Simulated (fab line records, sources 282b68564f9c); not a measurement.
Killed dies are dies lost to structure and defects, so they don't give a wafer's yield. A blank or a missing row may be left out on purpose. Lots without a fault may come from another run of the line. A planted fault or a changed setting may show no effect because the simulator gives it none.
One fault seen from 2 desks | flow rit_cmos | each desk has only its own numbers; what lay behind them comes last

THE METROLOGY DESK
What the gauges read, lot by lot, whatever tool the lot ran on: means of the sampled wafers that have a number. A lot is out of limits, marked OUT, if its mean lies more than 4 standard deviations from the usual mean; the brackets give that distance.
Columns: A = NSD_TW at RIT_NSD_TW_MEAS_10, usual 3117; B = PSD_RS at RIT_SDANNEAL_RS_MEAS_04, usual 115.92 ohm/sq; C = NSD_RS at RIT_SDANNEAL_RS_MEAS_05, usual 84.5 ohm/sq; D = PLDD_RS at RIT_SDANNEAL_RS_MEAS_06, usual 178.7 ohm/sq; E = NLDD_RS at RIT_SDANNEAL_RS_MEAS_07, usual 151.6 ohm/sq
lot  | first seen here | A    | B               | C               | D               | E
L892 | day 3 01:41     | 3119 | 116.12          | 84.5            | 178.3           | 152.1
L893 | day 3 04:40     | 3134 | 116.10          | 84.6            | 178.8           | 151.5
L894 | day 3 10:22     | 3133 | 116.28          | 84.6            | 178.7           | 152.2
L897 | day 4 02:58     | 3136 | 116.18          | 84.2            | 178.9           | 151.9
L900 | day 4 16:40     | 3091 | 97.74 (-70) OUT | 80.7 (-11) OUT  | 161.5 (-40) OUT | 148.0 (-5.3) OUT
L901 | day 4 20:34     | 3117 | 115.98          | 84.6            | 178.7           | 151.8
L902 | day 5 05:10     | 3072 | 97.38 (-71) OUT | 81.3 (-9.6) OUT | 161.6 (-40) OUT | 148.7 (-4.3) OUT
L905 | day 5 17:32     | 3074 | 116.02          | 84.8            | 179.2           | 152.4
L907 | day 6 04:39     | 3141 | 115.92          | 84.6            | 178.5           | 153.4
L909 | day 6 13:28     | 3145 | 115.68          | 84.0            | 178.5           | 151.1
L911 | day 7 02:34     | 3134 | 115.61          | 84.3            | 178.6           | 150.8
L913 | day 7 08:52     | 3109 | 115.67          | 84.3            | 178.3           | 151.9
L915 | day 7 18:05     | 3103 | 115.59          | 84.1            | 178.6           | 152.0
This desk's finding: out of limits on L900, L902; first on L900, day 4 18:46 (PSD_RS at RIT_SDANNEAL_RS_MEAS_04). In limits: L892, L893, L894, L897, L901, L905, L907, L909, L911, L913, L915.

THE TOOL OWNER'S DESK: rtp_anneal-01
The tool's own readings at RIT_SDANNEAL_RTA_03 (time 5 s): means of the sampled wafers that have a number, for each lot that ran on this tool. A lot is out of limits, marked OUT, if its mean lies more than 4 standard deviations from the usual mean; the brackets give that distance.
Columns: A = wafer_temp_C_max at RIT_SDANNEAL_RTA_03, usual 1053.5
lot  | first seen here | A
L892 | day 3 03:49     | 1053.6
L894 | day 3 12:16     | 1052.8
L900 | day 4 18:43     | 1053.9
L902 | day 5 07:09     | 1054.1
This desk's finding: nothing out of limits on any of the 4 lots.

PUT TOGETHER
The metrology desk could have raised an alarm at day 4 18:46, on L900, L902.
The tool owner's desk saw nothing out of limits.
The tool owner's desk has L900, L902 on record, within its limits.
Of the lots named, all ran RIT_SDANNEAL_RTA_03 on rtp_anneal-01.

WHAT THE SIMULATOR HAD PUT IN
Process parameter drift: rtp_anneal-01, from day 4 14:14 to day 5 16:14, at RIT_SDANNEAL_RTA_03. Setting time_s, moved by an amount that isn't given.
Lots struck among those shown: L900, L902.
Hours from the fault's start to each desk's first reading out of limits: the metrology desk, 5.
